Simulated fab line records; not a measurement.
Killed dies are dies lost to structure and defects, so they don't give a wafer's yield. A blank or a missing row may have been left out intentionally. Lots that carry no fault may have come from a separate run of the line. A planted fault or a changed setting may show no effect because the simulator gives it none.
Struck lot and sound lot, side by side ; flow rit_cmos ; 30 steps out of a route of 202
Sound: the wafers L455.3, L455.4, L455.5. Wafers struck: L461.2, L461.5, L461.6. At the end, the cause is stated.
Per side, at each step with rows, come the tool, then ch with its chambers, and then its first start. Under that, the readings that differ: sound wafers ; struck wafers ; difference of the means ; sigmas: that difference in standard deviations of wafers without a fault.
alike: readings whose means differ by less than 2 such deviations, and words and numbers that are the same on both sides. not compared: withheld readings, readings that some wafer has no value for, bounds like >300 that may hide the same value, and numbers for which the record gives no deviation and whose values overlap.
A row with sigmas, a row that says differs or no value, or rows on one side alone: a step with any of these is where the two part. Numbers that have no deviation but don't overlap get no sigmas and don't part them. A reading that every wafer of one side lacks parts them only if that side has two wafers or more.

first, 6 steps without rows for these wafers: RIT_SDANNEAL_RTA_03 (time 5 s); RIT_SILICIDE_WET_ETCH_00 (etches SiO2 in BOE, target depth 14 nm, time 15 s); RIT_SILICIDE_SPUTTER_01 (material Ti, target thk 30 nm, time 240 s); RIT_SILICIDE_RTA_04 (time 10 s, ramp up 5 s, ramp down 5 s); RIT_SILICIDE_WET_ETCH_05 (etches Ti in SPM, time 120 s); RIT_SILICIDE_RTA_06 (time 10 s, ramp up 5 s, ramp down 10 s).
RIT_CONTACT_CVD_00: deposits SiO2 from TEOS, target thk 400 nm, time 61 s.
  sound on pecvd-04 ch 1,2, day 3 12:41; struck on pecvd-04 ch 0,2, day 4 16:31
reading;sound;struck;difference;sigmas
model.SiO2_of_CONTACT_CVD_00.thk_nm (nm);399.5 408 404.6;143.8 142.9 148.2;-259.1;
  alike: heater_power_w
RIT_CONTACT_THK_MEAS_01:
  sound: film_metro-04 at day 3 12:46; struck: film_metro-01 at day 4 16:35
reading;sound;struck;difference;sigmas
CONTACT_TEOS_THK (nm);400 408 405;144 143 148;-259;-47
then, 7 steps without rows for these wafers: RIT_CONTACT_HMDS_02 (prime time 60 s); RIT_CONTACT_COAT_03 (resist thk 1009 nm); RIT_CONTACT_SOFTBAKE_04 (time 60 s); RIT_CONTACT_EXPOSE_05 (exposes mask M11, target cd 1000 nm); RIT_CONTACT_PEB_06; RIT_CONTACT_DEVELOP_07 (develop time 120 s); RIT_CONTACT_HARDBAKE_10 (time 60 s).
RIT_CONTACT_ETCH_11: etches SiO2 in CHF3/CF4/Ar, stops on TiSi2, target depth 480 nm, time 320 s.
  sound on rie_diel-04 ch 0,1, day 3 14:04; struck on rie_diel-02 ch 0,1,3, day 4 17:54
reading;sound;struck;difference;sigmas
model.etch.depth_nm (nm);399.5 408 404.6;143.8 142.9 148.2;-259.1;
model.CONTACT.feature_depth_nm (nm);399.5 408 404.6;143.8 142.9 148.2;-259.1;
  alike: cf4_flow_sccm, drypump_motor_current_A, oes_product_au, throttle_valve_pct
  not compared: rf_hours_counter_h
then, 11 steps without rows for these wafers: RIT_CONTACT_STRIP_12 (strips in O2, time 180 s); RIT_CONTACT_CLEAN_13 (cleans in SC1, time 600 s); RIT_CONTACT_CLEAN_14 (cleans in SC2, time 600 s); RIT_M1_SPUTTER_00 (material Al, target thk 400 nm, time 500 s); RIT_M1_HMDS_03 (prime time 60 s); RIT_M1_COAT_04 (resist thk 1300 nm); RIT_M1_SOFTBAKE_05 (time 60 s); RIT_M1_EXPOSE_06 (exposes mask M12, target cd 2600 nm); RIT_M1_PEB_07; RIT_M1_DEVELOP_08 (develop time 68 s); RIT_M1_HARDBAKE_11 (time 120 s).
RIT_M1_METAL_ETCH_12: etches Al in Cl2/BCl3, stops on SiO2, time 165 s, target depth 600 nm.
  sound on rie_metal-03 ch 0, day 3 16:56; struck on rie_metal-03 ch 0,1, day 4 20:41
reading;sound;struck;difference;sigmas
model.SiO2_of_CONTACT_CVD_00.thk_nm (nm);364 372.5 369.1;107.7 105.7 112.3;-260.0;
  alike: bcl3_flow_sccm, drypump_motor_current_A, oes_product_au, throttle_valve_pct
  not compared: rf_hours_counter_h
then, 1 step without rows for these wafers: RIT_M1_STRIP_13 (strips in nmp, time 600 s).
RIT_M1_PROBE_99:
  sound: prober-02 at day 3 19:20; struck: prober-02 at day 4 23:00
reading;sound;struck;difference;sigmas
model.etest.field_p_metal.vt_v (V);-29.14 -30.09 -29.48;-16.88 -16.7 -16.89;+12.75;
model.etest.nmos_0p15.junction_log10_a_um;-13.51 -13.62 -13.49;-8.748 -8.815 -9.231;+4.609;
model.etest.nmos_narrow.off_log10_a_um;-13.19 -13.21 -13.21;-8.748 -8.815 -9.231;+4.272;
model.etest.gate_end_array.leak_log10_a_um;-12.85 -12.88 -12.88;-8.573 -8.746 -8.979;+4.104;
model.etest.nmos_0p3.off_log10_a_um;-13.05 -13.08 -12.98;-8.748 -8.815 -9.231;+4.105;
model.etest.pmos_0p15.junction_log10_a_um;-13.77 -13.81 -13.84;-9.748 -9.815 -10.23;+3.876;
model.etest.contact_diode_array.leak_log10_a (angstrom);-9.756 -9.226 -9.362;-5.606 -5.575 -5.972;+3.730;
model.etest.pmos_0p3.off_log10_a_um;-12.86 -12.8 -12.76;-9.747 -9.815 -10.23;+2.876;
  alike: killed_at_front_end, killed_dies, killed_open, killed_short

## WHERE THEY PART
Only at RIT_CONTACT_THK_MEAS_01, as far as this record shows. Later steps at which nothing parts them and some readings are alike: RIT_CONTACT_ETCH_11, RIT_M1_METAL_ETCH_12, RIT_M1_PROBE_99.

WHY: whatever the simulator had introduced
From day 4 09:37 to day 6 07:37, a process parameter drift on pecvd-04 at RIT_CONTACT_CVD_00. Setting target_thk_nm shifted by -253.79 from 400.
